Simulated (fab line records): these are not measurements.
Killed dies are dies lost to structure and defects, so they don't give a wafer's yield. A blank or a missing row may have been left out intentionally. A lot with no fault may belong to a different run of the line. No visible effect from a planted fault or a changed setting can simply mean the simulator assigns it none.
Struck lot and sound lot, side by side + flow berkeleyCmos170 + 15 out of 331 route steps
Sound: these wafers, L749.3, L749.5, L749.6. Wafers L762.2, L762.5, L762.6 were the ones struck. The cause is given at the end.
Each step with rows lists, per side, the tool, then ch with its chambers, then its first start. Under that, the readings that differ: sound wafers + struck wafers + difference of the means + sigmas: that difference in standard deviations of wafers without a fault.
alike: readings with means less than 2 such deviations apart, plus words and numbers identical on both sides. not compared: withheld readings, readings lacking a value on some wafer, bounds such as >300 that could conceal the same value, and numbers that have no deviation in the record and whose values overlap.
The two part at a step that has a row with sigmas, a row that says differs or no value, or rows on one side only. Numbers that don't overlap but have no deviation are shown without sigmas and don't part them. A reading missing from all wafers of one side parts the sides only when that side holds two or more wafers.

first, 6 steps without rows for these wafers: UCB170_M2_COAT_09; UCB170_M2_COAT_10 (resist thk 900 nm); UCB170_M2_SOFTBAKE_11 (time 60 s); UCB170_M2_EXPOSE_12 (exposes mask METAL2, target cd 700 nm); UCB170_M2_PEB_13; UCB170_M2_DEVELOP_14 (develop time 45 s).
UCB170_M2_CD_MEAS_15: target cd 700 nm.
  sound on cdSem-01, day 10 04:14; struck on cdSem-02, day 13 10:11
  alike: cdNm
UCB170_M2_OVL_MEAS_16:
  sound on overlay-01, day 10 04:19; struck on overlay-01, day 13 10:18
  alike: M2_OVL
UCB170_M2_ETCH_17: etches BARC in N2/H2.
  sound on rieDiel-01 ch 0,3, day 10 04:21; struck on rieDiel-03 ch 0,2,3, day 13 10:20
  alike: chamberPressureMTorr, drypumpMotorCurrentA, oesProductAu, throttleValvePct
UCB170_M2_METAL_ETCH_18: etches Al in Cl2/BCl3, stops on SiO2, target depth 1170 nm, time 195 s.
  sound on rieMetal-04 ch 0,1, day 10 04:27; struck on rieMetal-03 ch 0,1, day 13 10:22
  alike: chamberPressureMTorr, drypumpMotorCurrentA, mfcCl2Sccm, oesProductAu, throttleValvePct
  not compared: rfHoursCounterH
UCB170_M2_STRIP_19: strips in O2.
  sound on plasmaAsher-02 ch 0,1, day 10 04:37; struck on plasmaAsher-03 ch 0,1, day 13 10:34
| reading             | sound             | struck            | difference | sigmas |
|---------------------|-------------------|-------------------|------------|--------|
| oesProductAu (a.u.) | 0.518 0.518 0.530 | 0.569 0.546 0.565 | +0.038     | +2     |
  alike: chamberPressureMTorr, drypumpMotorCurrentA
  not compared: rfHoursCounterH
UCB170_M2_CD_MEAS_90: target cd 700 nm.
  sound on cdSem-02, day 10 04:43; struck on cdSem-02, day 13 10:41
  alike: cdNm
UCB170_V2_CVD_00: deposits SiO2 from TEOS/O2, target thk 2000 nm, time 250 s.
  sound on pecvd-03 ch 0,2, day 10 04:48; struck on pecvd-01 ch 0,1,2, day 13 11:06
  alike: heaterPowerW
  not compared: sinceWetCleanH
UCB170_V2_THK_MEAS_01:
  sound on filmMetro-02, day 10 04:58; struck on filmMetro-02, day 13 11:34
| reading          | sound          | struck         | difference | sigmas |
|------------------|----------------|----------------|------------|--------|
| V2_TEOS_THK (nm) | 2056 2083 2062 | 3989 4023 4027 | +1946      | +75    |
UCB170_M3_PROBE_99:
  the record holds rows for the sound wafers here (prober-02, day 10 10:01) but none for the struck ones

WHERE THEY PART
Last at UCB170_M3_PROBE_99 as far as this record goes, first at UCB170_M2_STRIP_19.

WHY: what had been put in by the simulator
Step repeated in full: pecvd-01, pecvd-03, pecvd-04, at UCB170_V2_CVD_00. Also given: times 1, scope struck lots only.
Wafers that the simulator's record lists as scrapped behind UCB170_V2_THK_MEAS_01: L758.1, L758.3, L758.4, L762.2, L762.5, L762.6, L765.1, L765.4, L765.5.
